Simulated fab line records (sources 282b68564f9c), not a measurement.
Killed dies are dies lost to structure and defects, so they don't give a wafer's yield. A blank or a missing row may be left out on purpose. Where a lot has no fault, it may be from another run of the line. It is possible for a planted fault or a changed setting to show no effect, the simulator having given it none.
fab line records -- flow ritCmos
record lots=15, wafers=45, lastDay=7
route steps=202 shown GATE@82 M1@193
lots that met no fault: taken from a fault-free run of the same line
startH: start of the lot's first displayed wafer, in hours after the record's first day -- waitH: hours from the lot's prior step to this one -- " identical to the entry in the row above -- L1.1+2: several wafers, shown together as one row -- - value missing, or start not given -- * or withheld: withheld -- < > ~ a bound
route shown NAME@n: NAME is a module with steps in the file, n the number in the route of the first one -- usual: the fault-free wafers' mean and standard deviation -- same: alike in all rows -- chamber/n: place in a boat -- sites: readings site by site -- _std_site: the standard deviation of these -- _edge_site: mean of outer sites minus mean of inner sites -- radiusMm: how far each site lies from the wafer's centre -- mask NAME#n: copy n -- behind: the last tool/chamber to shape the wafer -- hold: why the lot was held/for how many hours/how that ended -- device: transistor that didn't switch, given as n, p or np -- end of line: the tests these same wafers got at the end of their route -- a step without rows: its recipe alone -- killed: the dies lost at the first sort to structure and to defects; this is not the yield of the wafer -- map: a wafer's dies, marking killed ones x, the rest . and places with no die _
set.NAME: the setting as run; set.NAME@STEP: as run at that earlier step -- model.NAME: the simulator's own value behind a step, which no gauge read
steps of the route over a sample of lots; a table a step, a row a wafer
services: from which hour (startH, from the record's first day; less than 0 if before it) a tool's chamber was out of use, for how many hours, and why
## steps
# step RIT_GATE_ANNEAL_06
# recipe tempC=900, timeS=600, ambient=N2O
# usual runLengthS=878/5.8, spikeTcCentreC=901.7/1.3, timeS=600/0, tube_center_temp_C_max=902.3/0.41
lot.wafer,tool,chamber,startH,waitH,runLengthS,spikeTcCentreC,timeS,tube_center_temp_C_max
L756.2,furnace-04,0,33.45,0.7,889,900.7,600,902.3
L756.3,furnace-04,0,33.45,0.7,889,901.1,600,902.8
L756.5,furnace-04,0,33.45,0.7,889,901.6,600,901.9
L757.3,furnace-03,0,39.54,0.0,874,901.7,600,901.8
L757.5,furnace-03,0,39.54,0.0,874,900.9,600,902.3
L757.6,furnace-03,0,39.54,0.0,874,900.7,600,901.8
L758.1,furnace-04,0,43.46,0.0,882,902.5,600,902.3
L758.4,furnace-04,0,43.46,0.0,882,900.0,600,902.1
L758.6,furnace-04,0,43.46,0.0,882,901.9,600,902.5
L760.4,furnace-04,0,53.01,0.0,881,901.0,600,902.0
L760.5,furnace-04,0,53.01,0.0,881,902.7,600,902.9
L760.6,furnace-04,0,53.01,0.0,881,902.2,600,902.3
L761.1,furnace-03,0,58.09,0.4,872,900.6,600,902.6
L761.2,furnace-03,0,58.09,0.4,872,902.8,600,902.1
L761.4,furnace-03,0,58.09,0.4,872,901.0,600,902.1
L763.1,furnace-04,0,67.61,0.0,880,901.4,600,902.4
L763.2,furnace-04,0,67.61,0.0,880,902.2,600,902.1
L763.4,furnace-04,0,67.61,0.0,880,902.5,600,902.4
L764.2,furnace-03,0,73.24,0.0,873,901.6,600,902.9
L764.4,furnace-03,0,73.24,0.0,873,903.0,600,902.5
L764.6,furnace-03,0,73.24,0.0,873,903.9,600,901.9
L765.1,furnace-04,0,78.13,0.0,881,899.3,600,902.3
L765.4,furnace-04,0,78.13,0.0,881,900.4,600,901.9
L765.6,furnace-04,0,78.13,0.0,881,902.7,600,902.5
L772.1,furnace-04,-,114.23,0.0,-,-,-,-
L772.4,furnace-04,-,114.23,0.0,-,-,-,-
L772.6,furnace-04,-,114.23,0.0,-,-,-,-
L773.3,furnace-03,-,120.39,0.0,-,-,-,-
L773.4,furnace-03,-,120.39,0.0,-,-,-,-
L773.6,furnace-03,-,120.39,0.0,-,-,-,-
L774.4,furnace-03,-,124.58,0.0,-,-,-,-
L774.5,furnace-03,-,124.58,0.0,-,-,-,-
L774.6,furnace-03,-,124.58,0.0,-,-,-,-
L776.1,furnace-02,0,133.65,0.0,884,902.8,600,902.6
L776.2,furnace-02,0,133.65,0.0,884,903.8,600,903.0
L776.6,furnace-02,0,133.65,0.0,884,903.7,600,902.5
L777.1,furnace-03,0,139.39,0.0,869,900.9,600,902.4
L777.3,furnace-03,0,139.39,0.0,869,901.9,600,902.0
L777.6,furnace-03,0,139.39,0.0,869,900.6,600,902.8
L778.1,furnace-04,0,144.05,0.0,888,900.5,600,902.2
L778.4,furnace-04,0,144.05,0.0,888,901.2,600,901.5
L778.6,furnace-04,0,144.05,0.0,888,900.5,600,903.0
L779.3,furnace-04,0,153.27,0.0,884,903.0,600,902.0
L779.4,furnace-04,0,153.27,0.0,884,899.9,600,902.3
L779.6,furnace-04,0,153.27,0.0,884,900.6,600,902.4
# step RIT_M1_CD_MEAS_09
# recipe targetCdNm=2600
# usual cdNm=2599.7/2
lot.wafer,tool,chamber,startH,waitH,cdNm
L756.2,cdSem-02,-,54.07,-,2598.7
L756.3,cdSem-02,-,54.07,-,2600.0
L756.5,cdSem-02,-,54.07,-,2601.1
L757.3,cdSem-02,-,59.86,-,2599.2
L757.5,cdSem-02,-,59.86,-,2600.9
L757.6,cdSem-02,-,59.86,-,2600.4
L758.1,cdSem-02,-,63.87,-,2600.2
L758.4,cdSem-02,-,63.87,-,2599.1
L758.6,cdSem-02,-,63.87,-,2600.3
L760.4,cdSem-02,-,73.42,-,2601.4
L760.5,cdSem-02,-,73.42,-,2602.9
L760.6,cdSem-02,-,73.42,-,2601.0
L761.1,cdSem-01,-,79.84,-,2602.2
L761.2,cdSem-01,-,79.84,-,2600.7
L761.4,cdSem-01,-,79.84,-,2599.0
L763.1,cdSem-02,-,88.73,-,2600.1
L763.2,cdSem-02,-,88.73,-,2602.2
L763.4,cdSem-02,-,88.73,-,2603.5
L764.2,cdSem-02,-,93.69,-,2599.7
L764.4,cdSem-02,-,93.69,-,2598.9
L764.6,cdSem-02,-,93.69,-,2599.6
L765.1,cdSem-02,-,99.94,-,2602.1
L765.4,cdSem-02,-,99.94,-,2600.5
L765.6,cdSem-02,-,99.94,-,2601.8
L776.1,cdSem-02,-,154.05,-,2600.9
L776.2,cdSem-02,-,154.05,-,2602.6
L776.6,cdSem-02,-,154.05,-,2601.2
L777.1,cdSem-01,-,159.61,-,2599.7
L777.3,cdSem-01,-,159.61,-,2598.8
L777.6,cdSem-01,-,159.61,-,2598.9
L778.1,cdSem-02,-,166.32,-,2600.5
L778.4,cdSem-02,-,166.32,-,2599.6
L778.6,cdSem-02,-,166.32,-,2598.8
L779.3,cdSem-02,-,173.97,-,2599.2
L779.4,cdSem-02,-,173.97,-,2597.8
L779.6,cdSem-02,-,173.97,-,2598.5
# step RIT_M1_STRIP_14
# recipe chemistry=O2, timeS=180, platenTempC=withheld, powerW=500, pressureMtorr=4000, o2FlowSccm=4000
# usual chamberPressureMTorr=4000/3.2, drypumpMotorCurrentA=5.5/0.52
# same timeS=180
lot.wafer,tool,chamber,startH,waitH,chamberPressureMTorr,drypumpMotorCurrentA,rfHoursCounterH
L756.2,plasmaAsher-03,0,54.79,0.0,3996,5.8,42
L756.3,plasmaAsher-03,1,54.79,0.0,4002,6.0,-
L756.5,plasmaAsher-03,1,54.79,0.0,4000,6.1,-
L757.3,plasmaAsher-02,1,60.62,0.1,3995,4.9,-
L757.5,plasmaAsher-02,1,60.62,0.1,3999,4.9,-
L757.6,plasmaAsher-02,0,60.62,0.1,4000,5.1,-
L758.1,plasmaAsher-03,0,64.61,0.0,3998,5.8,43
L758.4,plasmaAsher-03,1,64.61,0.0,3999,6.1,-
L758.6,plasmaAsher-03,0,64.61,0.0,3997,5.8,-
L760.4,plasmaAsher-03,1,74.18,0.1,4001,6.1,-
L760.5,plasmaAsher-03,0,74.18,0.1,3999,5.8,-
L760.6,plasmaAsher-03,1,74.18,0.1,3999,6.0,-
L761.1,plasmaAsher-01,1,80.60,0.0,4003,5.2,44
L761.2,plasmaAsher-01,0,80.60,0.0,4002,6.4,44
L761.4,plasmaAsher-01,0,80.60,0.0,4006,6.4,-
L763.1,plasmaAsher-03,1,89.48,0.0,3998,6.1,46
L763.2,plasmaAsher-03,0,89.48,0.0,3999,5.8,46
L763.4,plasmaAsher-03,0,89.48,0.0,4001,5.8,-
L764.2,plasmaAsher-03,1,94.42,0.0,3997,6.1,47
L764.4,plasmaAsher-03,1,94.42,0.0,4004,6.0,-
L764.6,plasmaAsher-03,1,94.42,0.0,3994,6.1,-
L765.1,plasmaAsher-03,1,100.69,0.0,4003,6.1,47
L765.4,plasmaAsher-03,1,100.69,0.0,4002,6.1,-
L765.6,plasmaAsher-03,0,100.69,0.0,4003,5.8,-
L776.1,plasmaAsher-02,0,154.97,0.0,3999,5.1,37
L776.2,plasmaAsher-02,1,154.97,0.0,4005,4.9,37
L776.6,plasmaAsher-02,0,154.97,0.0,4001,5.1,-
L777.1,plasmaAsher-02,1,160.56,0.0,3998,4.9,38
L777.3,plasmaAsher-02,0,160.56,0.0,3998,5.2,-
L777.6,plasmaAsher-02,0,160.56,0.0,4000,5.1,-
L778.1,plasmaAsher-02,1,167.23,0.0,4000,4.9,39
L778.4,plasmaAsher-02,1,167.23,0.0,3993,4.9,-
L778.6,plasmaAsher-02,1,167.23,0.0,4000,4.9,-
L779.3,plasmaAsher-01,0,174.91,0.1,4005,6.5,-
L779.4,plasmaAsher-01,1,174.91,0.1,4000,5.2,-
L779.6,plasmaAsher-01,1,174.91,0.1,4002,5.2,-
# step RIT_M1_CD_MEAS_90
# recipe targetCdNm=2600
# usual cdNm=2599.5/2.8
lot.wafer,tool,chamber,startH,waitH,cdNm
L756.2,cdSem-02,-,54.99,0.1,2596.7
L756.3,cdSem-02,-,54.99,0.1,2600.0
L756.5,cdSem-02,-,54.99,0.1,2603.7
L757.3,cdSem-01,-,60.78,0.1,2601.0
L757.5,cdSem-01,-,60.78,0.1,2603.8
L757.6,cdSem-01,-,60.78,0.1,2597.4
L758.1,cdSem-01,-,64.79,0.1,2596.5
L758.4,cdSem-01,-,64.79,0.1,2595.8
L758.6,cdSem-01,-,64.79,0.1,2601.6
L760.4,cdSem-01,-,74.36,0.1,2597.1
L760.5,cdSem-01,-,74.36,0.1,2598.4
L760.6,cdSem-01,-,74.36,0.1,2604.3
L761.1,cdSem-01,-,80.77,0.1,2603.7
L761.2,cdSem-01,-,80.77,0.1,2598.2
L761.4,cdSem-01,-,80.77,0.1,2599.6
L763.1,cdSem-02,-,89.65,0.1,2601.8
L763.2,cdSem-02,-,89.65,0.1,2598.2
L763.4,cdSem-02,-,89.65,0.1,2600.5
L764.2,cdSem-01,-,94.61,0.1,2596.5
L764.4,cdSem-01,-,94.61,0.1,2600.6
L764.6,cdSem-01,-,94.61,0.1,2596.6
L765.1,cdSem-02,-,100.86,0.1,2598.7
L765.4,cdSem-02,-,100.86,0.1,2600.7
L765.6,cdSem-02,-,100.86,0.1,2598.3
L776.1,cdSem-01,-,155.14,0.1,2597.7
L776.2,cdSem-01,-,155.14,0.1,2599.3
L776.6,cdSem-01,-,155.14,0.1,2598.6
L777.1,cdSem-02,-,160.74,0.1,2597.6
L777.3,cdSem-02,-,160.74,0.1,2601.5
L777.6,cdSem-02,-,160.74,0.1,2597.3
L778.1,cdSem-01,-,167.40,0.1,2602.5
L778.4,cdSem-01,-,167.40,0.1,2600.7
L778.6,cdSem-01,-,167.40,0.1,2598.7
L779.3,cdSem-02,-,175.06,0.1,2600.7
L779.4,cdSem-02,-,175.06,0.1,2597.1
L779.6,cdSem-02,-,175.06,0.1,2600.0
## services
tool,chamber,startH,hours,kind
plasmaAsher-02,-,106.27,1.4,repair
plasmaAsher-01,-,108.75,9.0,pm
plasmaAsher-01,0,108.75,9.0,ventCycle
plasmaAsher-01,1,108.75,9.0,ventCycle
furnace-02,-,114.45,3.5,pm
furnace-02,-,115.64,4.0,repair
plasmaAsher-01,0,117.75,-,clean
plasmaAsher-01,1,117.75,-,clean
furnace-03,-,148.64,3.6,pm
## key
firstSign step=RIT_GATE_ANNEAL_06, reading=toolRecord, direction=missing
effect none on later readings
metAt RIT_GATE_ANNEAL_06
struckLots L772,L773,L774
laterRowsLeftOut L772.1,L772.4,L772.6,L773.3,L773.4,L773.6,L774.4,L774.5,L774.6
sortLeftOut L772.1,L772.4,L772.6,L773.3,L773.4,L773.6,L774.4,L774.5,L774.6
testerLeftOut L772,L773,L774
notActingAt RIT_M1_CD_MEAS_09,RIT_M1_STRIP_14,RIT_M1_CD_MEAS_90
onsetBetween 78.13 114.23
fault kind=skippedStepWhole, tool=furnace-03,furnace-04, chamber=-, onsetH=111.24, steps=RIT_GATE_ANNEAL_06, scope=struckLotsOnly
# testerLeftOut: of these lots the tester's yield and bins aren't shown, on N5 and GAA mostly nor the transistor test; their killed dies are dies lost to structure and defects alone, not to doping, threshold or leakage, so they don't give the yield
# sortLeftOut: the simulated sort isn't trusted on such a fault, so these wafers' sort isn't shown, and their yield isn't known
# laterRowsLeftOut: the simulator's readings of these wafers behind a module that went badly wrong aren't trusted and aren't shown, but for the sort
